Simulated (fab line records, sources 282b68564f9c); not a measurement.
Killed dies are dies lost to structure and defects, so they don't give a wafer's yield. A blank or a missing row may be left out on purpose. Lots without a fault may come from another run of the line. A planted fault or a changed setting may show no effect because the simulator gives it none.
fab line records | flow rit_cmos
record lots=6 wafers=18 last_day=7
route steps=202 shown M1@184
lots that met no fault: from a run of the same line without faults
start_h: hours from the record's first day to the start of the lot's first wafer shown | wait_h: hours since the lot's step before | " the same as in the row above | L1.1+2: a row that stands for several wafers | - no value, or no start given | * or withheld: withheld | < > ~ a bound
route shown NAME@n: a module of which the file shows steps, and the number in the route of the first | usual: mean/standard deviation of fault-free wafers | same: alike in all rows | chamber/n: place in a boat | sites: the reading at each site | _std_site: their standard deviation | _edge_site: outer sites' mean less inner sites' | radius_mm: how far each site lies from the wafer's centre | mask NAME#n: copy n | behind: the tool/chamber that last shaped the wafer | hold: why the lot was held/for how many hours/how that ended | device: the transistor (n, p or np) that didn't switch | end of line: the same wafers' tests at the end of the route | a step without rows: its recipe alone | killed: dies lost to structure and defects at the first sort, not the wafer's yield | map: a wafer's dies, x killed, . not, _ none there
set.NAME: the setting as run; set.NAME@STEP: as run at that earlier step | model.NAME: the simulator's own value behind a step, which no gauge read
lots at some steps of the route; a table a step, a row a wafer
services: from which hour (start_h, from the record's first day; less than 0 if before it) a tool's chamber was out of use, for how many hours, and why
## steps
# step RIT_M1_SPUTTER_00
# recipe material=Al target_thk_nm=400 power_w=2000 chamber_pressure_pa=0.4 gas=Ar time_s=500 substrate_temp_c=25
# usual throttle_valve_pct=30.4/1.1
# columns lot.wafer tool chamber start_h wait_h throttle_valve_pct
L476.1 pvd_sputter-02 - 71.59 0.0 30.8
L476.3 " - " " 30.9
L476.4 " - " " 30.0
L484.2 pvd_sputter-02 - 122.24 0.0 31.2
L484.5 " - " " 31.5
L484.6 " - " " 29.8
L487.2 pvd_sputter-03 - 132.52 0.0 30.1
L487.3 " - " " 32.1
L487.4 " - " " 28.7
L492.1 pvd_sputter-02 - 150.58 0.0 30.0
L492.4 " - " " 31.0
L492.5 " - " " 31.3
L493.2 pvd_sputter-03 - 151.09 0.0 28.7
L493.3 " - " " 30.2
L493.5 " - " " 30.1
L496.1 pvd_sputter-03 - 163.33 0.0 29.0
L496.2 " - " " 32.2
L496.3 " - " " 30.6
# step RIT_M1_RS_MEAS_01
# recipe thk_meas_gauge=four-point-probe reads=Al_of_M1_SPUTTER_00
# usual M1_AL_RS=0.0731/0.0012
# columns lot.wafer tool chamber start_h wait_h M1_AL_RS[ohm/sq]
L476.1 film_metro-02 - 71.89 0.1 0.0725
L476.3 " - " " 0.0730
L476.4 " - " " 0.0734
L484.2 film_metro-02 - 122.55 0.2 0.0735
L484.5 " - " " 0.0737
L484.6 " - " " 0.0727
L487.2 film_metro-03 - 132.84 0.2 0.0729
L487.3 " - " " 0.0730
L487.4 " - " " 0.0744
L492.1 film_metro-01 - 150.88 0.1 0.0709
L492.4 " - " " 0.0700
L492.5 " - " " 0.0718
L493.2 film_metro-03 - 151.41 0.2 0.0736
L493.3 " - " " 0.0729
L493.5 " - " " 0.0727
L496.1 film_metro-02 - 163.63 0.1 0.0750
L496.2 " - " " 0.0733
L496.3 " - " " 0.0729
# step RIT_M1_THK_MEAS_02
# recipe thk_meas_gauge=xrf reads=Al_of_M1_SPUTTER_00
# usual M1_AL_THK=398/7.1
# columns lot.wafer tool chamber start_h wait_h M1_AL_THK[nm]
L476.1 film_metro-02 - 72.01 0.1 398
L476.3 " - " " 398
L476.4 " - " " 392
L484.2 film_metro-02 - 122.66 0.1 395
L484.5 " - " " 397
L484.6 " - " " 398
L487.2 film_metro-03 - 132.95 0.1 401
L487.3 " - " " 400
L487.4 " - " " 392
L492.1 film_metro-01 - 151.00 0.1 415
L492.4 " - " " 420
L492.5 " - " " 406
L493.2 film_metro-03 - 151.52 0.1 396
L493.3 " - " " 400
L493.5 " - " " 400
L496.1 film_metro-02 - 163.75 0.1 386
L496.2 " - " " 393
L496.3 " - " " 396
# step RIT_M1_HMDS_03
# recipe prime_time_s=60 prime_temp_c=140
# step RIT_M1_COAT_04
# recipe resist=NOVOLAK spin_rpm=2000 resist_thk_nm=1300
# step RIT_M1_SOFTBAKE_05
# recipe resist=NOVOLAK temp_c=90 time_s=60
# step RIT_M1_EXPOSE_06
# recipe mask_id=M12 na=0.6 source_shape=conventional sigma_outer=0.5 target_cd_nm=2600 dose_mj=250
# step RIT_M1_PEB_07
# recipe resist=NOVOLAK temp_c=withheld time_s=withheld
# step RIT_M1_DEVELOP_08
# recipe resist=NOVOLAK develop_time_s=68 dev_temp_c=23
# step RIT_M1_CD_MEAS_09
# recipe target_cd_nm=2600
# usual cd_nm=2600.2/2.1
# columns lot.wafer tool chamber start_h wait_h cd_nm
L476.1 cd_sem-02 - 72.95 - 2599.9
L476.3 " - " " 2601.0
L476.4 " - " " 2599.4
L484.2 cd_sem-02 - 124.34 - 2603.5
L484.5 " - " " 2599.7
L484.6 " - " " 2601.0
L487.2 cd_sem-01 - 134.11 - 2599.9
L487.3 " - " " 2602.2
L487.4 " - " " 2601.1
L492.1 cd_sem-02 - 152.07 - 2598.3
L492.4 " - " " 2598.6
L492.5 " - " " 2596.8
L493.2 cd_sem-01 - 152.59 - 2594.7
L493.3 " - " " 2593.4
L493.5 " - " " 2595.4
L496.1 cd_sem-02 - 164.69 - 2599.8
L496.2 " - " " 2600.8
L496.3 " - " " 2602.0
# step RIT_M1_OVL_MEAS_10
# usual M1_OVL=-1.6/1.5
# columns lot.wafer tool chamber start_h wait_h M1_OVL[nm]
L476.1 overlay-02 - 73.07 0.1 -1.5
L476.3 " - " " -2.1
L476.4 " - " " 0.1
L484.2 overlay-02 - 124.44 0.1 -2.0
L484.5 " - " " -2.7
L484.6 " - " " 0.1
L487.2 overlay-02 - 134.22 0.1 -3.7
L487.3 " - " " -1.4
L487.4 " - " " -1.2
L492.1 overlay-01 - 152.19 0.1 -1.5
L492.4 " - " " -1.2
L492.5 " - " " -2.5
L493.2 overlay-02 - 152.70 0.1 -1.6
L493.3 " - " " 0.1
L493.5 " - " " -0.6
L496.1 overlay-02 - 164.81 0.1 -1.0
L496.2 " - " " -1.9
L496.3 " - " " -2.1
# step RIT_M1_HARDBAKE_11
# recipe resist=NOVOLAK temp_c=140 time_s=120
# step RIT_M1_METAL_ETCH_12
# recipe stop_on=SiO2 chemistry=Cl2/BCl3 target=Al time_s=165 over_etch_frac=0.5 pressure_mtorr=100 target_depth_a=6000 rf_w=250 Cl2_flow_sccm=60 bcl3_flow_sccm=50
# usual drypump_motor_current_A=5.6/0.45 mfc_cl2_sccm=60.02/0.15 oes_product_au=0.781/0.014 rf_fwd_power_W=249.1/0.68 throttle_valve_pct=8.28/0.13
# columns lot.wafer tool chamber start_h wait_h drypump_motor_current_A mfc_cl2_sccm oes_product_au rf_fwd_power_W rf_hours_counter_h throttle_valve_pct model.NOVOLAK_of_M1_COAT_04.thk_nm
L476.1 rie_metal-04 0 73.36 0.2 5.7 59.91 0.778 248.9 33 8.29 794.4
L476.3 " 0 " " 5.6 59.99 0.792 248.7 - 8.30 794.8
L476.4 " 1 " " 5.0 60.00 0.798 249.3 - 8.13 794.9
L484.2 rie_metal-04 0 124.76 0.2 5.7 60.07 0.771 279.2 34 8.29 750.9
L484.5 " 0 " " 5.6 59.96 0.779 278.4 - 8.30 750.1
L484.6 " 1 " " 5.0 60.10 0.794 248.6 - 8.15 795.9
L487.2 rie_metal-04 1 134.50 0.2 5.0 59.92 0.794 248.8 33 8.15 799
L487.3 " 0 " " 5.7 59.95 0.781 280.6 - 8.28 752.6
L487.4 " 1 " " 5.0 59.82 0.787 249.4 - 8.14 799.3
L492.1 rie_metal-02 0 152.48 0.2 5.0 60.15 0.775 249.5 2 8.17 797.1
L492.4 " 1 " " 5.6 59.74 0.802 249.6 - 8.43 809.4
L492.5 " 1 " " 5.6 60.00 0.796 248.8 - 8.43 806.1
L493.2 rie_metal-03 1 153.11 0.2 6.1 59.69 0.788 249.4 6 8.44 825
L493.3 " 1 " " 6.0 59.90 0.796 248.1 - 8.44 826.7
L493.5 " 0 " " 6.2 60.08 0.772 248.7 - 8.15 788.9
L496.1 rie_metal-03 1 165.09 0.2 6.0 60.06 0.777 249.5 6 8.46 821.3
L496.2 " 0 " " 6.2 60.01 0.782 247.7 5 8.14 792
L496.3 " 0 " " 6.1 59.92 0.778 248.6 - 8.14 790.7
# step RIT_M1_STRIP_13
# recipe chemistry=nmp resist=NOVOLAK temp_c=80 time_s=600 dry=n2_spin
# step RIT_M1_PROBE_99
# usual defect_limited_yield=97.4/1.2 killed_at_contacts=0.1/0.25 killed_at_front_end=7/3.1 killed_dies=7/3.2 killed_open=3.3/2 killed_short=3.5/2 sort_bin_3_pad_short=0.1/0.18 sort_bin_5_function=1.6/0.88 sort_bin_6_memory=0.9/0.58 sort_n_pass=257/3.2 sort_yield_pct=97.4/1.2
# same gross_dies=264 killed_at_M0_to_M3=0 killed_at_M4_up=0 killed_at_back_side=0 killed_at_other=0
# columns lot.wafer tool chamber start_h wait_h defect_limited_yield[%] killed_at_contacts killed_at_front_end killed_dies killed_open killed_short sort_bin_3_pad_short[%] sort_bin_5_function[%] sort_bin_6_memory[%] sort_n_pass sort_yield_pct[%] model.etest.antenna_m1.vt_shift_v
L476.1 prober-02 - 75.61 0.1 98.1 1 4 5 2 3 0 0.8 1.1 259 98.1 -0.01456
L476.3 prober-02 - 75.71 0.2 98.1 0 5 5 2 3 0 1.1 0.8 259 98.1 -0.01222
L476.4 prober-02 - 75.76 0.2 97.7 0 6 6 2 4 0 1.5 0.8 258 97.7 -0.009647
L484.2 prober-01 - 128.31 0.1 95.5 0 12 12 8 4 0.4 2.7 1.5 252 95.5 -0.01752
L484.5 prober-01 - 128.46 0.2 98.1 0 5 5 2 3 0 1.1 0.8 259 98.1 -0.01725
L484.6 prober-01 - 128.51 0.2 98.1 0 5 5 3 2 0 1.1 0.8 259 98.1 -0.01357
L487.2 prober-02 - 137.49 0.1 99.6 0 1 1 1 0 0 0 0.4 263 99.6 -0.0134
L487.3 prober-02 - 137.54 0.2 97.7 0 6 6 4 2 0 0.8 1.5 258 97.7 -0.02476
L487.4 prober-02 - 137.59 0.2 96.2 0 10 10 4 6 0.4 2.3 1.1 254 96.2 -0.01002
L492.1 prober-01 - 154.73 0.1 97.7 0 6 6 2 4 0 1.5 0.8 258 97.7 -0.01491
L492.4 prober-01 - 154.88 0.2 98.1 0 5 5 3 2 0 0.8 1.1 259 98.1 -0.00611
L492.5 prober-01 - 154.93 0.2 97.3 0 7 7 2 5 0.8 1.1 0.8 257 97.3 -0.006055
L493.2 prober-02 - 156.28 0.1 95.8 0 11 11 4 7 0 3.0 1.1 253 95.8 -0.01132
L493.3 prober-02 - 156.33 0.2 97.0 0 8 8 3 5 0.4 2.3 0.4 256 97.0 -0.007994
L493.5 prober-02 - 156.43 0.2 96.2 0 10 10 2 8 0 1.9 1.9 254 96.2 -0.01566
L496.1 prober-01 - 167.34 0.1 95.1 0 13 13 9 4 0 3.4 1.5 251 95.1 -0.008631
L496.2 prober-01 - 167.39 0.1 98.9 0 3 3 1 2 0 1.1 0 261 98.9 -0.01116
L496.3 prober-01 - 167.44 0.2 96.2 0 10 10 3 7 0.4 2.7 0.8 254 96.2 -0.01385
# killed by level:class
L476.1 FOX1:geometric_particle:open=1 GATE:geometric_particle:short=1 SILICIDE:geometric_particle:open=1 SILICIDE:geometric_particle:short=1 CONTACT:geometric_particle:short=1
L476.3 REOX:geometric_particle:short=2 GATE:geometric_particle:short=1 REOX:geometric_particle:open=1 SILICIDE:geometric_particle:open=1
L476.4 FOX1:geometric_particle:short=1 FOX2:geometric_particle:open=1 GATE:geometric_particle:open=1 GATE:geometric_particle:short=1 REOX:geometric_particle:short=1 SILICIDE:geometric_particle:short=1
L484.2 SILICIDE:geometric_particle:open=4 FOX1:geometric_particle:open=2 SPACER:geometric_particle:short=2 FOX2:geometric_particle:short=1 REOX:geometric_particle:open=1 SPACER:geometric_particle:open=1 SILICIDE:geometric_particle:short=1
L484.5 FOX1:geometric_particle:short=1 FOX1:geometric_particle:open=1 FOX2:geometric_particle:short=1 SPACER:geometric_particle:short=1 SILICIDE:geometric_particle:open=1
L484.6 FOX1:geometric_particle:short=1 FOX2:geometric_particle:open=1 REOX:geometric_particle:open=1 SPACER:geometric_particle:short=1 SILICIDE:geometric_particle:open=1
L487.2 GATE:geometric_particle:open=1
L487.3 SILICIDE:geometric_particle:open=3 FOX1:geometric_particle:open=1 FOX2:geometric_particle:short=1 GATE:geometric_particle:short=1
L487.4 GATE:geometric_particle:short=5 GATE:geometric_particle:open=2 FOX2:geometric_particle:short=1 SPACER:geometric_particle:open=1 SILICIDE:geometric_particle:open=1
L492.1 GATE:geometric_particle:short=2 GATE:geometric_particle:open=2 REOX:geometric_particle:short=1 FOX1:geometric_particle:short=1
L492.4 GATE:geometric_particle:open=2 FOX1:geometric_particle:short=1 REOX:geometric_particle:open=1 SILICIDE:geometric_particle:short=1
L492.5 GATE:geometric_particle:short=3 FOX1:geometric_particle:short=1 FOX2:geometric_particle:open=1 SPACER:geometric_particle:open=1 SPACER:geometric_particle:short=1
L493.2 GATE:geometric_particle:short=3 GATE:geometric_particle:open=2 REOX:geometric_particle:short=2 REOX:geometric_particle:open=2 FOX1:geometric_particle:short=1 FOX2:geometric_particle:short=1
L493.3 GATE:geometric_particle:short=3 FOX1:geometric_particle:short=1 FOX2:geometric_particle:open=1 GATE:geometric_particle:open=1 SPACER:geometric_particle:open=1 SPACER:geometric_particle:short=1
L493.5 GATE:geometric_particle:short=5 SILICIDE:geometric_particle:short=2 REOX:geometric_particle:open=1 REOX:geometric_particle:short=1 SILICIDE:geometric_particle:open=1
L496.1 GATE:geometric_particle:short=3 GATE:geometric_particle:open=3 SILICIDE:geometric_particle:open=3 FOX1:geometric_particle:open=2 SPACER:geometric_particle:open=1 SILICIDE:geometric_particle:short=1
L496.2 FOX1:geometric_particle:short=1 GATE:geometric_particle:open=1 SILICIDE:geometric_particle:short=1
L496.3 FOX1:geometric_particle:short=2 GATE:geometric_particle:open=2 GATE:geometric_particle:short=2 SPACER:geometric_particle:short=2 SILICIDE:geometric_particle:short=1 SILICIDE:geometric_particle:open=1
## services
# columns tool chamber start_h hours kind
pvd_sputter-02 - 102.47 2.1 repair
pvd_sputter-02 - 112.11 2.4 repair
rie_metal-04 - 136.12 20.0 pm
rie_metal-04 0 136.12 20.0 vent_cycle
rie_metal-04 1 136.12 20.0 vent_cycle
rie_metal-04 0 156.12 - clean
rie_metal-04 1 156.12 - clean
## key
first_sign step=RIT_M1_METAL_ETCH_12 reading=rf_fwd_power_W direction=up sigmas=44 usual=249.1 struck=279.4
effect none on later readings
model_effect step=RIT_M1_METAL_ETCH_12 value=NOVOLAK_of_M1_COAT_04.thk_nm without=792.3 struck=751.2
model_effect step=RIT_M1_PROBE_99 value=etest.antenna_m1.vt_shift_v without=-0.0121 struck=-0.01984
met_at RIT_M1_METAL_ETCH_12
struck_wafers L484.2,L484.5,L487.3
onset_between 73.36 124.76
fault kind=process_parameter_drift tool=rie_metal-04 chamber=0 onset_h=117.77 steps=RIT_M1_METAL_ETCH_12 channel=rf_w offset=30 shape=step end_h=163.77 stated=250
